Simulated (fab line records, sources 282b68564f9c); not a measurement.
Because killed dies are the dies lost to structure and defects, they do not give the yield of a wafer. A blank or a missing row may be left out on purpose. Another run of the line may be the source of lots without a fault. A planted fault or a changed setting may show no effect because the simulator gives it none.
A lot that was struck, set against a sound lot	flow rit_cmos	19 steps out of a route of 202
Sound: these wafers, L437.1, L437.2, L437.5. Struck: wafers L442.2, L442.3, L442.4. At the end, the cause is stated.
For every step that has rows: the tool of each side, followed by ch and its chambers, followed by its first start. Under that, the readings that differ: sound wafers	struck wafers	difference of the means	sigmas: that difference in standard deviations of wafers without a fault.
alike: same words and numbers on both sides, and readings whose means sit less than 2 such deviations apart. not compared: any withheld reading, any reading some wafer has no value for, any bound like >300 that may hide the same value, and any number with overlapping values for which the record gives no deviation.
Wherever a step has rows on one side only, a row that says differs or no value, or a row with sigmas, the two part there. Non-overlapping numbers with no deviation appear without sigmas and do not part them. A reading missing from all wafers of one side parts the sides only when that side holds two or more wafers.

RIT_SILICIDE_RS_MEAS_02: the measuring method here is four-point-probe.
  sound on film_metro-01 at day 4 10:19; struck on film_metro-01 at day 5 10:11
  alike: SILICIDE_TI_RS
RIT_SILICIDE_THK_MEAS_03: measures by xrf.
  sound on film_metro-01 at day 4 10:26; struck on film_metro-01 at day 5 10:18
  alike: SILICIDE_TI_THK
RIT_SILICIDE_RTA_04: time 10 s, ramp up 5 s, ramp down 5 s.
  sound on rtp_anneal-02 ch 0, day 4 10:30; struck on rtp_anneal-01 ch 0, day 5 10:22
  alike: wafer_temp_C_max
then, 1 step without rows for these wafers: RIT_SILICIDE_WET_ETCH_05 (etches Ti in SPM, time 120 s).
RIT_SILICIDE_RTA_06: time 10 s, ramp up 5 s, ramp down 10 s.
  sound on rtp_anneal-01 ch 0, day 4 10:40; struck on rtp_anneal-02 ch 0, day 5 10:28
  alike: wafer_temp_C_max
RIT_CONTACT_CVD_00: deposits SiO2 from TEOS, target thk 400 nm, time 61 s.
  sound on pecvd-02 ch 1,2, day 4 10:44; struck on pecvd-01 ch 1,2, day 5 10:31
  alike: heater_power_w
RIT_CONTACT_THK_MEAS_01:
  sound on film_metro-04 at day 4 10:47; struck on film_metro-04 at day 5 10:35
  alike: CONTACT_TEOS_THK
then, 2 steps without rows for these wafers: RIT_CONTACT_HMDS_02 (prime time 60 s); RIT_CONTACT_COAT_03 (resist thk 1000 nm).
RIT_CONTACT_SOFTBAKE_04: time 62.18 s.
  sound on litho_track-04 ch 0, day 4 11:09; struck on litho_track-04 ch 0, day 5 11:00
reading	sound	struck	difference	sigmas
plate_sensor_t_centre_C (C)	90.973 90.982 90.986	90.956 90.962 90.960	-0.021	-2
  alike: heater_power_total_W, plate_sensor_t_edge_C
then, 2 steps without rows for these wafers: RIT_CONTACT_EXPOSE_05 (exposes mask M11, target cd 1000 nm); RIT_CONTACT_PEB_06.
RIT_CONTACT_DEVELOP_07: develop time 120 s.
  sound on litho_track-02 ch 0, day 4 11:00; struck on litho_track-04 ch 0, day 5 11:00
reading	sound	struck	difference	sigmas
developer_temp_C (C)	23.00 23.09 23.13	25.21 25.14 25.47	+2.20	+23
RIT_CONTACT_CD_MEAS_08: target cd 1000 nm.
  sound on cd_sem-02 at day 4 11:49; struck on cd_sem-02 at day 5 11:40
reading	sound	struck	difference	sigmas
cd_nm (nm)	1001.4 1002.5 1002.3	991.1 989.7 989.5	-12.0	-6
RIT_CONTACT_OVL_MEAS_09:
  sound on overlay-02 at day 4 11:56; struck on overlay-02 at day 5 11:46
  alike: CONTACT_OVL
then, 1 step without rows for these wafers: RIT_CONTACT_HARDBAKE_10 (time 60 s).
RIT_CONTACT_ETCH_11: etches SiO2 in CHF3/CF4/Ar, stops on TiSi2, target depth 480 nm, time 320 s.
  sound on rie_diel-03 ch 0,3, day 4 12:07; struck on rie_diel-04 ch 1,2,3, day 5 11:56
reading	sound	struck	difference	sigmas
model.CONTACT.cd_nm (nm)	1001 1003 1002	990.9 990 989.4	-11.9	
  alike: drypump_motor_current_A, oes_product_au, throttle_valve_pct
  not compared: rf_hours_counter_h
RIT_CONTACT_STRIP_12: strips in O2, time 180 s.
  sound on plasma_asher-02 ch 0,1, day 4 12:19; struck on plasma_asher-02 ch 0,1, day 5 12:08
  alike: drypump_motor_current_A, o2_flow_sccm, rf_refl_power_W
  not compared: rf_hours_counter_h
RIT_M1_PROBE_99:
  sound on prober-02 at day 4 17:11; struck on prober-01 at day 5 16:58
reading	sound	struck	difference	sigmas
model.etest.contact_to_gate.bv_left_v (V)	88.95 89.81 89.94	93.98 91.19 94.59	+3.69	
  alike: killed_at_front_end, killed_dies, killed_open, killed_short
  not compared: model.etest.contact_to_gate.bv_right_v

## WHERE THEY PART
Last at RIT_CONTACT_CD_MEAS_08 as far as this record goes, first at RIT_CONTACT_SOFTBAKE_04. Later steps at which nothing parts them and some readings are alike: RIT_CONTACT_OVL_MEAS_09, RIT_CONTACT_ETCH_11, RIT_CONTACT_STRIP_12, RIT_M1_PROBE_99.

WHY: whatever the simulator had introduced
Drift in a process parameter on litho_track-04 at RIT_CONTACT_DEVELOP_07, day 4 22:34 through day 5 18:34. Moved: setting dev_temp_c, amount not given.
